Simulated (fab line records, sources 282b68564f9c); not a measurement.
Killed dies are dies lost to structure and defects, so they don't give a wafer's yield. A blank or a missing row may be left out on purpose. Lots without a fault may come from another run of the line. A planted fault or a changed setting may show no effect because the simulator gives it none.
Problem report in the 8D (eight disciplines) form, filled by code | flow rit_cmos | the parts of the form that need people (team, actions taken, sign-off) are left out

1. THE PROBLEM
beam_energy_keV at RIT_NWELL_IMPLANT_08 reads a mean of 182.36 on 6 wafers of 2 lots; wafers without a fault read 170.00 with a standard deviation of 0.048. That is +99 or more standard deviations from the usual mean.
First seen on wafer L506.2, day 6 05:34, on implanter-04. The record holds 18 wafers of 6 lots with a number at this step. Rule for "out", or "out of limits": more than 4 standard deviations from the usual mean. The other wafers with a number count as sound.

2. WHAT IT IS AND WHAT IT IS NOT
question                    | is                     | is not
which readings at this step | beam_energy_keV        | beam_on_s
which lots                  | L506, L507             | L485, L488, L491, L497
which wafers of those lots  | all that have a number | -
read on which tools         | implanter-04           | implanter-02, implanter-03
when                        | from day 6 05:34       | up to then (12 sound wafers)

3. SUSPECTS, AND WHAT RULES EACH OUT
Counting: a tool at a process step up to the reading stays a suspect if it ran every lot that is out and no sound lot after the first of them.
- implanter-04 at RIT_NWELL_IMPLANT_08: kept. It ran every lot that is out, first L506 (day 6 05:34), and no sound lot after that; its last sound lot up to then is L488 (day 2 16:44). Its own readings are out on those wafers: beam_energy_keV.
Left after counting: implanter-04 at RIT_NWELL_IMPLANT_08.

4. THE CAUSE (what the simulator had put in)
Process parameter drift: implanter-04, from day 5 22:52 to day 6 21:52, at RIT_NWELL_IMPLANT_08. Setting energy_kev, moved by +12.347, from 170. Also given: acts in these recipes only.
Counting left only this tool.

5. THE CHAIN OF EFFECTS, in route order
Each row: a reading whose mean over the struck wafers that have a number lies more than 3 standard deviations from the usual. Only readings for which the record gives a usual standard deviation are gone through. hours: the time from each lot's start at the first step in this table that gives one to its start at this step, as a median over the lots. sigmas: the change in usual standard deviations.
hours | step                 | reading         | usual  | on struck wafers | change | sigmas
0     | RIT_NWELL_IMPLANT_08 | beam_energy_keV | 170.00 | 182.36           | +12.36 | +99 or more
The process steps in it:
- RIT_NWELL_IMPLANT_08

6. WHAT WOULD HAVE CAUGHT IT SOONER
In this record the first reading out of limits was taken at day 6 05:34, 7 hours after the fault began at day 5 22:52.
